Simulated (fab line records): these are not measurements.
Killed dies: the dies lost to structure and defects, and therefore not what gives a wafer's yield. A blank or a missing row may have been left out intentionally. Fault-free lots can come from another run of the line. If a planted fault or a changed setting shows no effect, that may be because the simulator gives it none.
Comparing a struck lot with a sound one ; flow rit-cmos ; 34 out of 202 route steps
Sound: these wafers, L694.1, L694.2, L694.6. Wafers L703.1, L703.3, L703.4 were the ones struck. The cause comes at the end.
At each step with rows: each side's tool, then ch and its chambers, then its first start. Under that, the readings that differ: sound wafers ; struck wafers ; difference of the means ; sigmas: that difference in standard deviations of wafers without a fault.
alike: same words and numbers on both sides, and readings whose means sit less than 2 such deviations apart. not compared: any withheld reading, any reading some wafer has no value for, any bound like >300 that may hide the same value, and any number with overlapping values for which the record gives no deviation.
The two part at a step that has a row with sigmas, a row that says differs or no value, or rows on one side only. When numbers do not overlap yet have no deviation, they are printed without sigmas and do not part them. Lack of a reading on every wafer of one side parts them only where that side has two or more wafers.

first, 2 steps without rows for these wafers: RIT_SPACER_CLEAN_02 (cleans in SC2, time 600 s); RIT_SPACER_CVD_03 (deposits Si3N4 from SiH2Cl2/NH3, target thk 250 nm, time 3300 s).
RIT_SPACER_THK_MEAS_04:
  struck on film-metro-02, day 6 06:25; sound on film-metro-04, day 4 11:57
  alike: SPACER_NITRIDE_THK
RIT_SPACER_ETCHBACK_05: etches Si3N4 in SF6/CHF3, stops on SiO2, target depth 250 nm, time 240 s.
  sound on rie-diel-02 ch 1,2, day 4 12:01; struck on rie-diel-04 ch 0,2,3, day 6 06:29
  alike: drypump-motor-current-A, oes-product-au, throttle-valve-pct
  not compared: rf-hours-counter-h
then, 6 steps without rows for these wafers: RIT_NSD_HMDS_00 (prime time 60 s); RIT_NSD_COAT_01 (resist thk 1000 nm); RIT_NSD_SOFTBAKE_02 (time 60 s); RIT_NSD_EXPOSE_03 (exposes mask M9, target cd 40700 nm); RIT_NSD_PEB_04; RIT_NSD_DEVELOP_05 (develop time 50 s).
RIT_NSD_OVL_MEAS_06:
  struck on overlay-01, day 6 07:39; sound on overlay-02, day 4 13:08
  alike: NSD_OVL
then, 1 step without rows for these wafers: RIT_NSD_HARDBAKE_07 (time 60 s).
RIT_NSD_IMPLANT_08:
  sound on implanter-01 ch 0, day 4 13:19; struck on implanter-01 ch 0, day 6 07:50
reading;sound;struck;difference;sigmas
beam-energy-keV;24.998 24.993 24.991;26.850 26.840 26.841;+1.850;+99 or more
model.implant.rp-nm (nm);32.5 32.5 32.5;34.02 34.02 34.02;+1.52;
model.implant.drp-nm (nm);14.84 14.84 14.84;15.49 15.49 15.49;+0.65;
  alike: faraday-current-uA
RIT_NSD_STRIP_09: strips in O2, time 180 s.
  sound on plasma-asher-03 ch 0,1, day 4 13:28; struck on plasma-asher-02 ch 0,1, day 6 07:59
  alike: drypump-motor-current-A
  not compared: rf-hours-counter-h
RIT_NSD_TW_MEAS_10:
  struck on film-metro-04, day 6 08:10; sound on film-metro-02, day 4 13:39
reading;sound;struck;difference;sigmas
NSD_TW;3104 3117 3110;3205 3187 3208;+90;+4
then, 6 steps without rows for these wafers: RIT_PSD_HMDS_00 (prime time 60 s); RIT_PSD_COAT_01 (resist thk 1000 nm); RIT_PSD_SOFTBAKE_02 (time 60 s); RIT_PSD_EXPOSE_03 (exposes mask M10, target cd 40900 nm); RIT_PSD_PEB_04; RIT_PSD_DEVELOP_05 (develop time 50 s).
RIT_PSD_OVL_MEAS_06:
  struck on overlay-02, day 6 09:04; sound on overlay-01, day 4 14:45
  alike: PSD_OVL
then, 2 steps without rows for these wafers: RIT_PSD_HARDBAKE_07 (time 60 s); RIT_PSD_IMPLANT_08.
RIT_PSD_STRIP_09: strips in O2, time 180 s.
  sound on plasma-asher-03 ch 0,1, day 4 15:24; struck on plasma-asher-02 ch 0,1, day 6 09:25
  alike: drypump-motor-current-A
  not compared: rf-hours-counter-h
RIT_PSD_TW_MEAS_10:
  struck on film-metro-01, day 6 09:35; sound on film-metro-01, day 4 15:35
  alike: PSD_TW
then, 3 steps without rows for these wafers: RIT_SDANNEAL_CLEAN_00 (cleans in SC1, time 600 s); RIT_SDANNEAL_CLEAN_01 (cleans in dHF, time 30 s); RIT_SDANNEAL_CLEAN_02 (cleans in SC2, time 600 s).
RIT_SDANNEAL_RTA_03: time 5 s.
  sound on rtp-anneal-01 ch 0, day 4 16:02; struck on rtp-anneal-02 ch 0, day 6 10:22
  alike: chamber-o2-ppm, wafer_temp_C_max
RIT_SDANNEAL_RS_MEAS_04: measures by four-point-probe.
  struck on film-metro-04, day 6 10:25; sound on film-metro-02, day 4 16:05
  alike: PSD_RS
RIT_SDANNEAL_RS_MEAS_05: measures by four-point-probe.
  struck on film-metro-04, day 6 10:32; sound on film-metro-02, day 4 16:13
reading;sound;struck;difference;sigmas
NSD_RS (ohm/sq);84.82 84.47 84.80;83.39 83.21 82.99;-1.50;-5
RIT_SDANNEAL_RS_MEAS_06: measures by four-point-probe.
  struck on film-metro-04, day 6 10:40; sound on film-metro-02, day 4 16:20
reading;sound;struck;difference;sigmas
PLDD_RS (ohm/sq);179.2 179.7 179.0;177.8 178.3 177.8;-1.3;-3
RIT_M1_PROBE_99:
  struck on prober-02, day 6 18:28; sound on prober-01, day 4 23:56
  alike: killed-at-contacts, killed-at-front-end, killed-dies, killed-open, killed-short
  not compared: model.etest.contact-nplus.end-ohm-um

## WHERE THEY PART
At RIT_NSD_IMPLANT_08 first; at RIT_SDANNEAL_RS_MEAS_06 last (within this record only). Later steps at which nothing parts them and some readings are alike: RIT_M1_PROBE_99.

WHY: the cause the simulator had injected
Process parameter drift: implanter-01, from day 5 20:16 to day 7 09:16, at RIT_NSD_IMPLANT_08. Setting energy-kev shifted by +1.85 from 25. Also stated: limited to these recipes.
